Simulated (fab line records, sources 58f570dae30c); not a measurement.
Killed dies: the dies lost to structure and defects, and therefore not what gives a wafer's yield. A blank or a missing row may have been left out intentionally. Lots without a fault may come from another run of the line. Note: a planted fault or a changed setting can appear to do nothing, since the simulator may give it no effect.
A lot that was struck, set against a sound lot :: flow berkeley_cmos170 :: 32 steps out of a route of 331
Sound: these wafers, L718.2, L718.3, L718.4. Struck: wafers L725.4, L725.5. (L725.3 of the same lot was not struck and is left out.) The cause comes at the end.
Per side, at each step with rows, come the tool, then ch with its chambers, and then its first start. Under that, the readings that differ: sound wafers :: struck wafers :: difference of the means :: sigmas: that difference in standard deviations of wafers without a fault.
alike: words and numbers the same on both sides, and readings whose means are apart by under 2 such deviations; not compared: readings that were withheld, readings missing a value for some wafer, numbers with overlapping values and no deviation given by the record, and bounds like >300 which may hide the same value.
A row with sigmas, a row that says differs or no value, or rows on one side alone: a step with any of these is where the two part. When numbers do not overlap yet have no deviation, they are printed without sigmas and do not part them. Lack of a reading on every wafer of one side parts them only where that side has two or more wafers.

first, 6 steps without rows for these wafers: UCB170_V2_HMDS_06 (prime time 60 s); UCB170_V2_COAT_07 (resist thk 900 nm); UCB170_V2_SOFTBAKE_08 (time 60 s); UCB170_V2_EXPOSE_09 (exposes mask VIA2, target cd 700 nm); UCB170_V2_PEB_10; UCB170_V2_DEVELOP_11 (develop time 45 s).
UCB170_V2_CD_MEAS_12: the cd target is 700 nm.
  sound on cd_sem-02, day 9 19:59; struck on cd_sem-01, day 11 05:58
  alike: cd_nm
UCB170_V2_OVL_MEAS_13:
  sound on overlay-01, day 9 20:05; struck on overlay-01, day 11 06:03
  alike: V2_OVL
UCB170_V2_ETCH_14: etches SiO2 in CHF3/CF4/Ar, stops on Al, target depth 1250 nm, time 291 s.
  sound on rie_diel-02 ch 0,2,3, day 9 20:07; struck on rie_diel-01 ch 0,1, day 11 06:05
  alike: drypump_motor_current_A, mfc_ar_sccm, oes_product_au, throttle_valve_pct
  not compared: rf_hours_counter_h
UCB170_V2_STRIP_15: strips in O2.
  sound on plasma_asher-01 ch 0,1, day 9 20:17; struck on plasma_asher-02 ch 0, day 11 06:17
  alike: drypump_motor_current_A, oes_product_au, strip_time_to_endpoint_s
  not compared: rf_hours_counter_h
UCB170_V2_CD_MEAS_90: the cd target is 700 nm.
  sound on cd_sem-01, day 9 20:25; struck on cd_sem-02, day 11 06:23
  alike: cd_nm
then, 1 step without rows for these wafers: UCB170_M3_PRE_CLEAN_00 (preclean etch time 60 s).
UCB170_M3_SPUTTER_01: material Al, target thk 900 nm, time 120 s.
  sound on pvd_sputter-02, day 9 20:35; struck on pvd_sputter-04, day 11 06:32
reading: model.Al_of_M3_SPUTTER_01.thk_nm (nm)
sound: 905.8 895.8 913.7
struck: 1299 1304
difference: +396
sigmas: 
  alike: throttle_valve_pct
UCB170_M3_RS_MEAS_02: uses a four-point probe to measure.
  sound on film_metro-04, day 9 20:41; struck on film_metro-04, day 11 06:40
reading: M3_AL_RS (ohm/sq)
sound: 0.03201 0.03226 0.03169
struck: 0.02222 0.02207
difference: -0.00984
sigmas: -33
UCB170_M3_THK_MEAS_03: measures by xrf.
  sound on film_metro-04, day 9 20:47; struck on film_metro-04, day 11 06:46
reading: M3_AL_THK (nm)
sound: 910 910 924
struck: 1289 1293
difference: +376
sigmas: +34
then, 3 steps without rows for these wafers: UCB170_M3_HMDS_04 (prime time 60 s); UCB170_M3_COAT_05 (resist thk 900 nm); UCB170_M3_SOFTBAKE_06 (time 57.98 s).
UCB170_M3_STRIP_07: strips in O2.
  sound on plasma_asher-02 ch 0,1, day 9 21:56; struck on plasma_asher-02 ch 1, day 11 07:17
  alike: drypump_motor_current_A, oes_product_au, strip_time_to_endpoint_s
  not compared: rf_hours_counter_h
then, 7 steps without rows for these wafers: UCB170_M3_STRIP_08 (strips KrF in DMSO, time 600 s); UCB170_M3_COAT_09; UCB170_M3_COAT_10 (resist thk 900 nm); UCB170_M3_SOFTBAKE_11 (time 60 s); UCB170_M3_EXPOSE_12 (exposes mask METAL3, target cd 700 nm); UCB170_M3_PEB_13; UCB170_M3_DEVELOP_14 (develop time 45 s).
UCB170_M3_CD_MEAS_15: the cd target is 700 nm.
  sound on cd_sem-02, day 10 01:47; struck on cd_sem-01, day 11 08:38
  alike: cd_nm
UCB170_M3_OVL_MEAS_16:
  sound on overlay-02, day 10 01:53; struck on overlay-01, day 11 08:44
  alike: M3_OVL
UCB170_M3_ETCH_17: etches BARC in N2/H2.
  sound on rie_diel-03 ch 1,3, day 10 01:55; struck on rie_diel-04 ch 1,2, day 11 08:45
  alike: drypump_motor_current_A, oes_product_au, throttle_valve_pct
UCB170_M3_METAL_ETCH_18: etches Al in Cl2/BCl3, stops on SiO2, target depth 1170 nm, time 195 s.
  sound on rie_metal-02 ch 0,1, day 10 01:57; struck on rie_metal-02 ch 0, day 11 08:51
reading: oes_product_au (a.u.)
sound: 0.875 0.836 0.874
struck: 1.011 1.011
difference: +0.149
sigmas: +10
  alike: drypump_motor_current_A, throttle_valve_pct
  not compared: rf_hours_counter_h
UCB170_M3_STRIP_19: strips in O2.
  sound on plasma_asher-01 ch 0,1, day 10 02:08; struck on plasma_asher-02 ch 0,1, day 11 09:01
  alike: drypump_motor_current_A, oes_product_au
  not compared: rf_hours_counter_h
UCB170_M3_PROBE_99:
  sound on prober-02, day 10 02:32; struck on prober-01, day 11 09:28
reading: model.etest.antenna_m2.short
sound: 0 0 0
struck: 1 1
difference: +1
sigmas: 

reading: model.etest.antenna_m3.short
sound: 0 0 0
struck: 1 1
difference: +1
sigmas: 

reading: model.etest.antenna_m3.over_limit
sound: 0 0 0
struck: 1 1
difference: +1
sigmas: 

reading: model.etest.antenna_m2.over_limit
sound: 0 0 0
struck: 1 1
difference: +1
sigmas: 

== WHERE THEY PART ==
At UCB170_M3_RS_MEAS_02 first; at UCB170_M3_METAL_ETCH_18 last (within this record only). Later steps at which nothing parts them and some readings are alike: UCB170_M3_STRIP_19.

WHY: the cause the simulator had injected
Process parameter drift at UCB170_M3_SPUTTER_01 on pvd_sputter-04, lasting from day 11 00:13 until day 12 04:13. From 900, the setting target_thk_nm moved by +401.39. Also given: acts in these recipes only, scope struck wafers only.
